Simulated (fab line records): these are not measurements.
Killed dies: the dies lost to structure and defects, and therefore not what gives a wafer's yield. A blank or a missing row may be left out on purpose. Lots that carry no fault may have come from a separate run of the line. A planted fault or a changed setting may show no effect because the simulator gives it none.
Which tool did it? | flow berkeleyCmos170 | Sampling: 14 lots, 42 wafers, 5 of 331 route steps

== WHAT EACH GAUGE READ, for each wafer ==
UCB170_NWELL_OVL_MEAS_12. Usual: for NWELL_OVL the level is 3 nm and the standard deviation is 5.5.
lot  | measured    | on         | NWELL_OVL (nm) | flag
L482 | day 2 11:37 | overlay-02 | 8 18 20        | 
L485 | day 2 18:13 | overlay-02 | 7 6 3          | 
L484 | day 2 18:31 | overlay-01 | 3 -3 10        | 
L488 | day 3 07:02 | overlay-02 | 5 12 8         | 
L489 | day 3 17:16 | overlay-02 | 16 11 10       | 
L490 | day 3 22:46 | overlay-02 | 4 5 4          | 
L491 | day 4 02:28 | overlay-01 | 7 6 4          | 
L497 | day 5 07:37 | overlay-01 | -2 -8 -7       | 
L498 | day 5 16:15 | overlay-01 | 10 0 -1        | 
L500 | day 6 00:04 | overlay-01 | -1 5 8         | 
L499 | day 6 00:14 | overlay-02 | 0 3 -2         | 
L501 | day 6 10:48 | overlay-01 | 3 3 -2         | 
L502 | day 6 11:49 | overlay-01 | 1 7 12         | 
L503 | day 6 17:21 | overlay-02 | -3 -6 -8       | 

UCB170_ACTIVE_THK_MEAS_03. Usual: for ACTIVE_OXIDE_THK the level is 26.5 nm and the standard deviation is 0.43.
lot  | measured    | on           | ACTIVE_OXIDE_THK (nm) | flag
L482 | day 3 21:56 | filmMetro-02 | 26.3 26.5 26.5        | 
L485 | day 4 04:03 | filmMetro-03 | 26.1 26.0 26.1        | 
L484 | day 4 04:01 | filmMetro-02 | 26.1 26.6 26.3        | 
L488 | day 4 16:32 | filmMetro-03 | 25.9 26.9 26.6        | 
L489 | day 5 05:18 | filmMetro-03 | 26.4 26.4 25.8        | 
L490 | day 5 20:55 | filmMetro-03 | 25.9 26.1 26.0        | 
L491 | day 5 20:57 | filmMetro-02 | 26.5 25.8 26.4        | 
L497 | day 7 00:33 | filmMetro-02 | 26.7 25.9 26.8        | 
L498 | day 7 18:13 | filmMetro-02 | 26.9 26.8 27.2        | 
L500 | day 8 02:41 | filmMetro-04 | 27.1 26.7 26.7        | 
L499 | day 8 02:46 | filmMetro-04 | 26.5 26.2 26.2        | 
L501 | day 8 02:41 | filmMetro-03 | 27.0 27.0 27.1        | 
L502 | day 8 02:41 | filmMetro-02 | 26.9 27.2 27.4        | 
L503 | day 8 04:35 | filmMetro-02 | 26.6 26.6 26.6        | 

UCB170_ACTIVE_OVL_MEAS_14. Usual: for ACTIVE_OVL the level is -3 nm and the standard deviation is 6.5.
lot  | measured    | on         | ACTIVE_OVL (nm) | flag
L482 | day 4 04:44 | overlay-02 | -3 -5 -6        | 
L485 | day 4 12:58 | overlay-02 | 2 8 0           | 
L484 | day 4 12:42 | overlay-02 | 3 7 5           | 
L488 | day 4 22:12 | overlay-01 | -7 -8 -10       | 
L489 | day 5 14:19 | overlay-01 | -5 -7 -8        | 
L490 | day 6 04:17 | overlay-02 | 1 3 2           | 
L491 | day 6 04:34 | overlay-02 | -16 -13 -16     | 
L497 | day 7 05:57 | overlay-01 | -8 -7 -9        | 
L498 | day 8 03:27 | overlay-02 | 8 4 7           | 
L500 | day 8 08:59 | overlay-01 | -11 -16 -6      | 
L499 | day 8 09:47 | overlay-01 | 4 9 3           | 
L501 | day 8 09:16 | overlay-02 | -8 -6 -10       | 
L502 | day 8 09:30 | overlay-01 | -2 -3 -1        | 
L503 | day 8 10:52 | overlay-02 | 0 1 0           | 

== EACH LOT AND THE TOOL THAT RAN IT (in order: tool; ch and the chambers of the sampled wafers; start) ==
lot  | UCB170_PWELL_COAT_08            | UCB170_PWELL_STRIP_16
L482 | lithoTrack-01 ch 0, day 3 00:28 | plasmaAsher-02 ch 0,1, day 3 01:34
L485 | lithoTrack-04 ch 0, day 3 09:50 | plasmaAsher-01 ch 0,1, day 3 11:01
L484 | lithoTrack-03 ch 0, day 3 09:52 | plasmaAsher-02 ch 0, day 3 11:10
L488 | lithoTrack-01 ch 0, day 3 22:47 | plasmaAsher-03 ch 0,1, day 4 00:38
L489 | lithoTrack-01 ch 0, day 4 07:20 | plasmaAsher-01 ch 0,1, day 4 08:37
L490 | lithoTrack-01 ch 0, day 4 16:40 | plasmaAsher-02 ch 0,1, day 4 18:27
L491 | lithoTrack-03 ch 0, day 4 16:46 | plasmaAsher-02 ch 0,1, day 4 18:50
L497 | lithoTrack-01 ch 0, day 6 02:22 | plasmaAsher-03 ch 0,1, day 6 03:28
L498 | lithoTrack-01 ch 0, day 6 13:03 | plasmaAsher-01 ch 1, day 6 14:08
L500 | lithoTrack-04 ch 0, day 7 00:55 | plasmaAsher-02 ch 0,1, day 7 02:41
L499 | lithoTrack-01 ch 0, day 7 00:52 | plasmaAsher-01 ch 0,1, day 7 02:32
L501 | lithoTrack-03 ch 0, day 7 00:58 | plasmaAsher-03 ch 0,1, day 7 02:46
L502 | lithoTrack-04 ch 0, day 7 01:40 | plasmaAsher-01 ch 0,1, day 7 03:03
L503 | lithoTrack-04 ch 0, day 7 07:13 | plasmaAsher-03 ch 0,1, day 7 08:26
- UCB170_PWELL_COAT_08: resist thk 900 nm.
- UCB170_PWELL_STRIP_16: strips in O2.

== WHAT THE TOOLS THEMSELVES READ (means of the sampled wafers that have a number; where no wafer has one, the mark that the record gives instead) ==
UCB170_PWELL_COAT_08. Usual: exhaustPa reads 45.1 Pa (standard deviation 0.92).
lot  | tool          | exhaustPa (Pa) | flag
L482 | lithoTrack-01 | 44.1           | 
L485 | lithoTrack-04 | 44.5           | 
L484 | lithoTrack-03 | 44.0           | 
L488 | lithoTrack-01 | 45.1           | 
L489 | lithoTrack-01 | 44.0           | 
L490 | lithoTrack-01 | 46.4           | 
L491 | lithoTrack-03 | 44.2           | 
L497 | lithoTrack-01 | 44.9           | 
L498 | lithoTrack-01 | 45.0           | 
L500 | lithoTrack-04 | 43.9           | 
L499 | lithoTrack-01 | 46.9           | 
L501 | lithoTrack-03 | 45.3           | 
L502 | lithoTrack-04 | 45.6           | 
L503 | lithoTrack-04 | 45.4           | 

UCB170_PWELL_STRIP_16. Usual: drypumpMotorCurrentA 5.7 A, standard deviation 0.38; oesProductAu 0.721 a.u., standard deviation 0.0047; stripTimeToEndpointS 18.06 s, standard deviation 0.088.
lot  | tool           | drypumpMotorCurrentA (A) | oesProductAu (a.u.) | stripTimeToEndpointS (s) | flag
L482 | plasmaAsher-02 | 6.0                      | 0.725               | 18.03                    | 
L485 | plasmaAsher-01 | 5.6                      | 0.721               | 18.11                    | 
L484 | plasmaAsher-02 | 6.2                      | 0.723               | 18.05                    | 
L488 | plasmaAsher-03 | 6.0                      | 0.722               | 17.96                    | 
L489 | plasmaAsher-01 | 5.6                      | 0.720               | 18.11                    | 
L490 | plasmaAsher-02 | 5.8                      | 0.719               | 18.02                    | 
L491 | plasmaAsher-02 | 5.8                      | 0.720               | 18.09                    | 
L497 | plasmaAsher-03 | 5.9                      | 0.721               | 18.12                    | 
L498 | plasmaAsher-01 | 5.8                      | 0.725               | 19.92                    | OFF
L500 | plasmaAsher-02 | 5.8                      | 0.719               | 18.20                    | 
L499 | plasmaAsher-01 | 5.3                      | 0.723               | 20.04                    | OFF
L501 | plasmaAsher-03 | 5.8                      | 0.722               | 18.09                    | 
L502 | plasmaAsher-01 | 5.3                      | 0.720               | 17.94                    | 
L503 | plasmaAsher-03 | 5.9                      | 0.721               | 18.04                    | 

== THE ANSWER, worked out from the rows above alone ==
Rule: a lot counts as off when the mean over its wafers that have a number is more than 3 standard deviations away from the usual mean. A lot without any number at a reading at which 4 lots or more have one is off too. Any other lot the step has rows for is counted as sound. First the gauges in route order, then the tools' own readings, where a lot's mean is used as printed above. The first step at which some lot is off is used, and at that step the reading that is off furthest; a lot without a number counts as furthest.
Off: L498, L499, at UCB170_PWELL_STRIP_16 (stripTimeToEndpointS).
If a tool, at that step or one of the process steps before it, ran each lot that is off and ran no sound lot following the first of them, it fits. One candidate fits, namely lithoTrack-01 at UCB170_PWELL_COAT_08. Its last sound lot is L497 (day 6 02:22), its first lot that is off L498 (day 6 13:03): a fault that began between those two fits.

== WHAT THE SIMULATOR HAD PUT IN ==
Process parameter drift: lithoTrack-01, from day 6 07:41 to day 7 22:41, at UCB170_PWELL_COAT_08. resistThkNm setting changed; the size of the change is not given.
Struck lots among those shown: L498, L499. The rule above found the same.
